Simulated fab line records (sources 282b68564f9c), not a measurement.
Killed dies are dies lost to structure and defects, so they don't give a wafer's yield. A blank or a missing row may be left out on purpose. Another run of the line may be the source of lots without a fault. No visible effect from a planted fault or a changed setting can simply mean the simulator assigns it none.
A single fault, viewed from 2 desks :: flow ritCmos :: numbers are kept per desk, each desk with only its own; the story behind them comes last

FOR THE TOOL OWNER'S DESK: plasmaAsher-03
The tool's own readings at RIT_NWELL_STRIP_09 (strips in O2, time 180 s): means of the sampled wafers that have a number, for each lot that ran on this tool. Any lot whose mean is over 4 standard deviations away from the usual mean is out of limits and marked OUT; that distance is given in the brackets.
Columns: A = drypumpMotorCurrentA at RIT_NWELL_STRIP_09, usual 5.9 A; B = runLengthS at RIT_NWELL_STRIP_09, usual 208.2 s
lot: L184
first seen here: day 3 03:19
A: 6.7
B: 72.2 (-99 or more) OUT

lot: L199
first seen here: day 6 05:45
A: 6.0
B: 208.4
Finding of this desk: L184 out of limits; the first was L184 at day 3 03:19, on runLengthS at RIT_NWELL_STRIP_09. In limits: L199.

AT THE METROLOGY DESK
Lot by lot, what the gauges showed, no matter which tool ran the lot: averages of those sampled wafers that carry a number. Any lot whose mean is over 4 standard deviations away from the usual mean is out of limits and marked OUT; that distance is given in the brackets.
Columns: A = FIELD_OXIDE_LEFT_1_THK at RIT_FOX2_THK_MEAS_90, usual 327 nm; B = NWELL_OVL at RIT_NWELL_OVL_MEAS_06, usual 0.0 nm; C = NWELL_TW at RIT_NWELL_TW_MEAS_10, usual 2156
lot: L179
first seen here: day 2 00:20
A: 326
B: -0.7
C: 2128

lot: L184
first seen here: day 3 01:49
A: 335
B: -0.2
C: 2153

lot: L190
first seen here: day 4 07:14
A: 321
B: -1.4
C: 2201

lot: L195
first seen here: day 5 09:21
A: 337
B: -1.9
C: 2112

lot: L199
first seen here: day 6 04:12
A: 320
B: 2.2
C: 2125
Result from this desk: across the 5 lots, nothing is out of limits.

TAKEN TOGETHER
The tool owner's desk had the chance to raise an alarm at day 3 03:19 on L184.
From the metrology desk's view, nothing was out of limits.
The metrology desk holds a record of L184, inside its limits.
The lots listed all ran RIT_NWELL_STRIP_09 on plasmaAsher-03.

WHAT THE SIMULATOR PUT IN
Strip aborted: plasmaAsher-03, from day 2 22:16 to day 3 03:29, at RIT_NWELL_STRIP_09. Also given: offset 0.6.
Struck lots among those shown: L184.
Hours from the fault's start to each desk's first reading out of limits: the tool owner's desk, 5.
